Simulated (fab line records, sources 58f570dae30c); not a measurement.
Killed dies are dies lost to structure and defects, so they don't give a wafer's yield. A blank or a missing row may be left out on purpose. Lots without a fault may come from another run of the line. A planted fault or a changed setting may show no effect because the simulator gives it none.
Which tool did it? | flow berkeley_cmos170 | 15 lots, 45 wafers sampled, at 6 steps of a route of 331

WHAT THE GAUGES READ, wafer by wafer
UCB170_START_THK_MEAS_03. Usual: START_OXIDE_THK 20.1 nm, standard deviation 0.51.
lot  | measured    | on            | START_OXIDE_THK (nm) | flag
L828 | day 2 06:19 | film_metro-02 | 20.4 20.1 20.2       |
L829 | day 2 10:33 | film_metro-03 | 20.0 20.0 19.9       |
L831 | day 2 19:43 | film_metro-02 | 20.5 20.6 21.0       |
L832 | day 3 01:21 | film_metro-04 | 19.8 19.9 19.7       |
L833 | day 3 07:02 | film_metro-03 | 19.6 19.3 19.6       |
L834 | day 3 12:32 | film_metro-03 | 19.3 19.2 19.4       |
L835 | day 3 17:10 | film_metro-03 | 20.1 20.0 20.2       |
L836 | day 3 22:10 | film_metro-03 | 20.6 20.9 20.7       |
L837 | day 4 01:32 | film_metro-04 | 20.2 20.0 19.8       |
L838 | day 4 07:53 | film_metro-04 | 20.9 21.0 21.4       |
L840 | day 4 14:45 | film_metro-03 | 20.1 20.2 20.3       |
L839 | day 4 14:46 | film_metro-04 | 20.5 20.4 20.7       |
L841 | day 4 20:45 | film_metro-03 | 20.2 20.2 20.1       |
L842 | day 5 01:04 | film_metro-04 | 20.8 21.0 20.7       |
L845 | day 5 16:10 | film_metro-04 | 19.8 19.8 20.2       |

UCB170_ACTIVE_THK_MEAS_06. Usual: ACTIVE_NITRIDE_THK 220.8 nm, standard deviation 2.
lot  | measured    | on            | ACTIVE_NITRIDE_THK (nm) | flag
L828 | day 4 20:51 | film_metro-04 | 219.6 217.9 218.4       |
L829 | day 5 02:32 | film_metro-03 | 218.9 219.4 216.5       |
L831 | day 5 02:32 | film_metro-02 | 219.6 219.9 218.4       |
L832 | day 5 12:25 | film_metro-03 | 219.6 219.5 218.9       |
L833 | day 5 12:28 | film_metro-02 | 219.1 223.4 221.9       |
L834 | day 5 23:40 | film_metro-02 | 220.9 221.5 219.8       |
L835 | day 5 23:40 | film_metro-04 | 220.7 222.7 219.9       |
L836 | day 6 05:21 | film_metro-02 | 223.7 224.2 223.0       |
L837 | day 6 05:22 | film_metro-03 | 220.4 219.4 219.7       |
L838 | day 7 00:28 | film_metro-03 | 229.2 264.3 277.7       | OFF
L840 | day 7 00:29 | film_metro-04 | 236.6 243.0 276.3       | OFF
L839 | day 7 00:30 | film_metro-02 | 257.0 270.2 280.1       | OFF
L841 | day 7 08:40 | film_metro-02 | 219.5 220.3 218.6       |
L842 | day 7 08:43 | film_metro-04 | 225.4 225.6 225.0       |
L845 | day 8 05:00 | film_metro-02 | 221.3 219.6 220.0       |

UCB170_M3_BOW_MEAS_20. Usual: M3_BOW 34 um, standard deviation 6.9.
lot  | measured     | on            | M3_BOW (um) | flag
L828 | day 8 12:14  | film_metro-03 | 33 31 32    |
L829 | day 8 12:47  | film_metro-02 | 38 35 36    |
L831 | day 8 11:50  | film_metro-02 | 42 30 26    |
L832 | day 8 16:53  | film_metro-02 | 28 50 38    |
L833 | day 8 17:01  | film_metro-04 | 34 35 36    |
L834 | day 9 04:41  | film_metro-03 | 40 39 32    |
L835 | day 9 07:45  | film_metro-02 | 45 32 31    |
L836 | day 9 15:33  | film_metro-04 | 39 33 29    |
L837 | day 9 15:53  | film_metro-03 | 32 33 31    |
L838 | day 10 14:11 | film_metro-02 | 34          |
L840 | day 10 14:23 | film_metro-04 | 31          |
L841 | day 11 06:11 | film_metro-02 | 35 28 44    |
L842 | day 11 06:26 | film_metro-03 | 16 45 46    |
L845 | day 11 22:29 | film_metro-04 | 32 37 35    |

WHICH TOOL RAN EACH LOT (tool, then ch and the chambers of the sampled wafers, then the start)
lot  | UCB170_ZERO_ETCH_06               | UCB170_ACTIVE_CVD_05       | UCB170_ACTIVE_ETCH_15
L828 | rie_diel-04 ch 0,1,3, day 2 13:21 | lpcvd-02 ch 0, day 4 18:55 | rie_diel-03 ch 1,2,3, day 4 22:03
L829 | rie_diel-04 ch 2,3, day 2 17:01   | lpcvd-02 ch 0, day 5 00:34 | rie_diel-04 ch 0,1,3, day 5 04:34
L831 | rie_diel-04 ch 0,2, day 3 00:49   | lpcvd-02 ch 1, day 5 00:34 | rie_diel-03 ch 0,1,3, day 5 05:04
L832 | rie_diel-04 ch 1,2,3, day 3 05:01 | lpcvd-01 ch 1, day 5 10:28 | rie_diel-04 ch 0,3, day 5 13:46
L833 | rie_diel-03 ch 0,2,3, day 3 12:45 | lpcvd-01 ch 0, day 5 10:28 | rie_diel-03 ch 2,3, day 5 14:05
L834 | rie_diel-04 ch 0,2,3, day 3 19:47 | lpcvd-01 ch 0, day 5 20:47 | rie_diel-03 ch 0,1,3, day 6 01:13
L835 | rie_diel-03 ch 0,2,3, day 3 21:28 | lpcvd-01 ch 1, day 5 20:47 | rie_diel-01 ch 0,3, day 6 01:03
L836 | rie_diel-03 ch 0,1,3, day 4 01:06 | lpcvd-01 ch 1, day 6 03:25 | rie_diel-01 ch 1,3, day 6 07:34
L837 | rie_diel-03 ch 0,1, day 4 06:05   | lpcvd-01 ch 0, day 6 03:25 | rie_diel-03 ch 0,1,3, day 6 07:43
L838 | rie_diel-02 ch 1,2,3, day 4 15:22 | lpcvd-01 ch 0, day 6 22:34 | rie_diel-03 ch 1,2,3, day 7 01:40
L840 | rie_diel-04 ch 0,1, day 4 18:56   | lpcvd-01 ch 0, day 6 22:34 | rie_diel-01 ch 1,2,3, day 7 02:23
L839 | rie_diel-03 ch 0,2,3, day 4 18:41 | lpcvd-01 ch 1, day 6 22:34 | rie_diel-04 ch 2,3, day 7 02:14
L841 | rie_diel-02 ch 0,3, day 5 00:58   | lpcvd-02 ch 0, day 7 06:44 | rie_diel-03 ch 2,3, day 7 09:42
L842 | rie_diel-04 ch 0,3, day 5 06:08   | lpcvd-02 ch 0, day 7 06:44 | rie_diel-01 ch 0,1, day 7 09:59
L845 | rie_diel-04 ch 2,3, day 5 22:19   | lpcvd-02 ch 0, day 8 03:04 | rie_diel-04 ch 2,3, day 8 06:59
- UCB170_ZERO_ETCH_06: etches SiO2 in CHF3/CF4/Ar, time 11.75 s.
- UCB170_ACTIVE_CVD_05: deposits Si3N4 from SiH2Cl2/NH3, target thk 220 nm, time 3300 s.
- UCB170_ACTIVE_ETCH_15: etches Si3N4 in CH3F/Ar/O2, stops on SiO2, target depth 242 nm, time 151 s.

WHAT THE TOOLS THEMSELVES READ (means of the sampled wafers that have a number; where no wafer has one, the mark that the record gives instead)
UCB170_ZERO_ETCH_06. Usual: drypump_motor_current_A 5.6 A, standard deviation 0.5; oes_product_au 0.619 a.u., standard deviation 0.011; throttle_valve_pct 9.30 %, standard deviation 0.12.
lot  | tool        | drypump_motor_current_A (A) | oes_product_au (a.u.) | throttle_valve_pct (%) | flag
L828 | rie_diel-04 | 5.1                         | 0.622                 | 9.32                   |
L829 | rie_diel-04 | 5.5                         | 0.620                 | 9.32                   |
L831 | rie_diel-04 | 5.3                         | 0.621                 | 9.34                   |
L832 | rie_diel-04 | 5.3                         | 0.618                 | 9.35                   |
L833 | rie_diel-03 | 6.0                         | 0.626                 | 9.38                   |
L834 | rie_diel-04 | 5.3                         | 0.622                 | 9.29                   |
L835 | rie_diel-03 | 6.0                         | 0.624                 | 9.39                   |
L836 | rie_diel-03 | 5.7                         | 0.615                 | 9.30                   |
L837 | rie_diel-03 | 5.7                         | 0.607                 | 9.28                   |
L838 | rie_diel-02 | 5.8                         | 0.615                 | 9.25                   |
L840 | rie_diel-04 | 5.1                         | 0.620                 | 9.37                   |
L839 | rie_diel-03 | 6.1                         | 0.625                 | 9.39                   |
L841 | rie_diel-02 | 5.5                         | 0.633                 | 9.28                   |
L842 | rie_diel-04 | 5.1                         | 0.624                 | 9.28                   |
L845 | rie_diel-04 | 5.5                         | 0.619                 | 9.32                   |

UCB170_ACTIVE_CVD_05. Usual: pressure_mtorr 199.9 mTorr, standard deviation 0.43; spike_tc_centre_C 802.4 C, standard deviation 1.6; zone_power_centre_pct 35 %, standard deviation 3.
lot  | tool     | pressure_mtorr (mTorr) | spike_tc_centre_C (C) | zone_power_centre_pct (%) | flag
L828 | lpcvd-02 | 199.5                  | 800.8                 | 31                        |
L829 | lpcvd-02 | 200.2                  | 801.8                 | 31                        |
L831 | lpcvd-02 | 199.5                  | 801.0                 | 36                        |
L832 | lpcvd-01 | 199.7                  | 803.0                 | 39                        |
L833 | lpcvd-01 | 199.6                  | 805.0                 | 34                        |
L834 | lpcvd-01 | 200.1                  | 805.5                 | 34                        |
L835 | lpcvd-01 | 199.8                  | 801.9                 | 39                        |
L836 | lpcvd-01 | 199.0                  | 801.8                 | 39                        |
L837 | lpcvd-01 | 199.8                  | 803.4                 | 34                        |
L838 | lpcvd-01 | 200.1                  | 832.9                 | 44                        | OFF
L840 | lpcvd-01 | 199.5                  | 830.9                 | 44                        | OFF
L839 | lpcvd-01 | 200.0                  | 830.1                 | 50                        | OFF
L841 | lpcvd-02 | 199.8                  | 802.1                 | 31                        |
L842 | lpcvd-02 | 200.1                  | 801.6                 | 31                        |
L845 | lpcvd-02 | 200.6                  | 801.2                 | 31                        |

UCB170_ACTIVE_ETCH_15. Usual: drypump_motor_current_A 5.6 A, standard deviation 0.4; oes_product_au 0.943 a.u., standard deviation 0.016; throttle_valve_pct 8.10 %, standard deviation 0.11.
lot  | tool        | drypump_motor_current_A (A) | oes_product_au (a.u.) | throttle_valve_pct (%) | flag
L828 | rie_diel-03 | 5.9                         | 0.928                 | 8.17                   |
L829 | rie_diel-04 | 5.1                         | 0.933                 | 8.14                   |
L831 | rie_diel-03 | 5.8                         | 0.932                 | 8.11                   |
L832 | rie_diel-04 | 5.1                         | 0.943                 | 8.08                   |
L833 | rie_diel-03 | 6.3                         | 0.953                 | 8.25                   |
L834 | rie_diel-03 | 5.7                         | 0.934                 | 8.11                   |
L835 | rie_diel-01 | 5.7                         | 0.933                 | 7.92                   |
L836 | rie_diel-01 | 5.9                         | 0.958                 | 8.03                   |
L837 | rie_diel-03 | 5.7                         | 0.928                 | 8.11                   |
L838 | rie_diel-03 | 5.9                         | 0.979                 | 8.17                   |
L840 | rie_diel-01 | 5.7                         | 1.005                 | 8.07                   | OFF
L839 | rie_diel-04 | 5.5                         | 0.998                 | 8.12                   | OFF
L841 | rie_diel-03 | 6.3                         | 0.949                 | 8.24                   |
L842 | rie_diel-01 | 5.7                         | 0.947                 | 7.93                   |
L845 | rie_diel-04 | 5.4                         | 0.940                 | 8.06                   |

THE ANSWER, worked out from the rows above alone
Rule: a lot is off if the mean of its wafers that have a number lies more than 3 standard deviations from the usual mean. A lot without any number at a reading at which 4 lots or more have one is off too. The other lots that the step has rows for count as sound. The gauges are gone through in route order, then the tools' own readings, and for those a lot's mean is taken as printed above. The first step at which some lot is off is used, and at that step the reading that is off furthest; a lot without a number counts as furthest.
Off: L838, L840, L839, at UCB170_ACTIVE_THK_MEAS_06 (ACTIVE_NITRIDE_THK).
A tool fits if, at a process step before that reading, it ran every lot that is off, and no sound lot after the first of them. The gauges at UCB170_ACTIVE_THK_MEAS_06 aren't tried: what is off there is off at UCB170_ACTIVE_CVD_05 too, on other tools, and a gauge's error can't cause that. One fits: lpcvd-01 at UCB170_ACTIVE_CVD_05. Its last sound lot is L836 (day 6 03:25), its first lot that is off L838 (day 6 22:34): a fault that began between those two fits.
The tool's own readings at UCB170_ACTIVE_CVD_05 bear it out: on the lots that are off they differ by more than 5 times the standard deviation of the sound lots' means. spike_tc_centre_C reads 831.3 C there against 802.4 C on the sound lots.

WHAT THE SIMULATOR HAD PUT IN
Process parameter drift: lpcvd-01, from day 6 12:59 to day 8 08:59, at UCB170_ACTIVE_CVD_05. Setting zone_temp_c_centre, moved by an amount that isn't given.
Lots struck among those shown: L838, L840, L839. The rule above found the same.
